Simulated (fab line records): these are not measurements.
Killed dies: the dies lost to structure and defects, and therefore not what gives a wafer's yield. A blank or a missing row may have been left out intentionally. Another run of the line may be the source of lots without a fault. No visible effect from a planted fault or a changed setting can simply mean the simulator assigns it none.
The tool behind it: which one? ; flow berkeleyCmos170 ; Sampling: 14 lots, 42 wafers, 3 of 331 route steps

WHAT THE GAUGES SHOWED, per wafer
UCB170_M2_CD_MEAS_15 targets a cd of 700 nm. Usual: 699.8 nm for cdNm, sd 1.6.
lot;measured;on;cdNm (nm);flag
L869;day 8 11:20;cdSem-01;701.7 701.8 701.7;
L871;day 9 04:02;cdSem-01;701.1 702.3 701.9;
L870;day 8 23:37;cdSem-02;698.9 698.1 698.4;
L872;day 9 00:13;cdSem-01;696.6 696.7 697.4;
L875;day 9 18:41;cdSem-02;697.7 698.8 699.4;
L878;day 10 11:38;cdSem-02;696.7 698.2 698.2;
L881;day 10 15:16;cdSem-01;698.5 699.9 699.2;
L882;day 11 08:52;cdSem-02;700.4 700.8 700.4;
L884;day 11 11:41;cdSem-02;699.0 699.1 699.7;
L883;day 11 10:04;cdSem-01;698.7 700.6 698.9;
L887;day 11 19:57;cdSem-02;698.9 699.8 700.2;
L885;day 11 21:03;cdSem-02;699.2 698.5 699.3;
L889;day 12 10:56;cdSem-02;699.9 701.8 699.3;
L890;day 13 09:53;cdSem-01;702.1 701.3 700.5;

UCB170_M3_RS_MEAS_02: the measuring method here is four-point-probe. Usual: for M3_AL_RS the level is 0.0322 ohm/sq and the standard deviation is 0.00034.
lot;measured;on;M3_AL_RS (ohm/sq);flag
L869;day 8 15:18;filmMetro-03;0.0320 0.0316 0.0315;
L871;day 9 07:22;filmMetro-01;0.0319 0.0322 0.0325;
L870;day 9 03:25;filmMetro-02;0.0318 0.0318 0.0320;
L872;day 9 04:13;filmMetro-02;0.0321 0.0323 0.0323;
L875;day 9 22:01;filmMetro-03;0.0316 0.0320 0.0321;
L878;day 10 15:04;filmMetro-02;0.0325 0.0323 0.0324;
L881;day 10 20:11;filmMetro-02;0.0325 0.0324 0.0325;
L882;day 11 12:05;filmMetro-03;0.0324 0.0322 0.0322;
L884;day 11 14:45;filmMetro-03;0.0319 0.0321 0.0322;
L883;day 11 13:07;filmMetro-02;0.0320 0.0322 0.0323;
L887;day 12 01:32;filmMetro-03;0.0325 0.0325 0.0325;
L885;day 12 01:48;filmMetro-01;0.0318 0.0320 0.0317;
L889;day 12 14:08;filmMetro-03;0.0324 0.0325 0.0325;
L890;day 13 13:12;filmMetro-03;0.0328 0.0329 0.0327;

TOOL THAT RAN EACH LOT (tool first, then ch and the chambers of the sampled wafers, then the start)
lot;UCB170_PVT_STRIP_08
L869;plasmaAsher-02 ch 0,1, day 6 12:47
L871;plasmaAsher-04 ch 0,1, day 7 01:47
L870;plasmaAsher-01 ch 0,1, day 7 02:31
L872;plasmaAsher-02 ch 0, day 7 03:12
L875;plasmaAsher-04 ch 0,1, day 8 00:06
L878;plasmaAsher-01 ch 0,1, day 8 09:53
L881;plasmaAsher-01 ch 0,1, day 8 19:06
L882;plasmaAsher-01 ch 0,1, day 9 05:35
L884;plasmaAsher-02 ch 0,1, day 9 05:38
L883;plasmaAsher-04 ch 0,1, day 9 05:38
L887;plasmaAsher-02 ch 0,1, day 9 21:28
L885;plasmaAsher-04 ch 0,1, day 9 21:35
L889;plasmaAsher-02 ch 0,1, day 10 11:58
L890;plasmaAsher-02 ch 0,1, day 11 06:22
- UCB170_PVT_STRIP_08: strips in O2.

WHAT THE TOOLS THEMSELVES READ (means of the sampled wafers that have a number; where no wafer has one, the mark that the record gives instead)
UCB170_PVT_STRIP_08. Usual: drypumpMotorCurrentA 5.9 A, standard deviation 0.69; oesProductAu 0.734 a.u., standard deviation 0.0048; stripTimeToEndpointS 21.64 s, standard deviation 0.052.
lot;tool;drypumpMotorCurrentA (A);oesProductAu (a.u.);stripTimeToEndpointS (s);flag
L869;plasmaAsher-02;5.1;0.731;21.64;
L871;plasmaAsher-04;6.4;0.736;21.61;
L870;plasmaAsher-01;6.1;0.736;21.61;
L872;plasmaAsher-02;6.0;0.734;21.62;
L875;plasmaAsher-04;6.5;0.736;21.71;
L878;plasmaAsher-01;5.8;0.733;21.61;
L881;plasmaAsher-01;5.8;0.738;21.55;
L882;plasmaAsher-01;5.8;0.734;21.57;
L884;plasmaAsher-02;5.5;0.732;21.61;
L883;plasmaAsher-04;6.4;0.731;21.69;
L887;plasmaAsher-02;5.1;0.732;21.67;
L885;plasmaAsher-04;6.4;0.737;21.72;
L889;plasmaAsher-02;5.5;0.735;21.70;
L890;plasmaAsher-02;5.1;0.727;21.67;

THE ANSWER, worked out from the rows above alone
Rule: lot off if the mean of its wafers having a number is beyond 3 standard deviations from the usual mean. A lot without any number at a reading at which 4 lots or more have one is off too. Where the step has rows for the other lots, those lots are counted as sound. Order of review: gauges by route order, followed by the tools' own readings, for which a lot's mean as printed above is used. The first step at which some lot is off is used, and at that step the reading that is off furthest; a lot without a number counts as furthest.
No lot is off at any reading shown: from this, nothing can be told.

WHAT THE SIMULATOR HAD PUT IN
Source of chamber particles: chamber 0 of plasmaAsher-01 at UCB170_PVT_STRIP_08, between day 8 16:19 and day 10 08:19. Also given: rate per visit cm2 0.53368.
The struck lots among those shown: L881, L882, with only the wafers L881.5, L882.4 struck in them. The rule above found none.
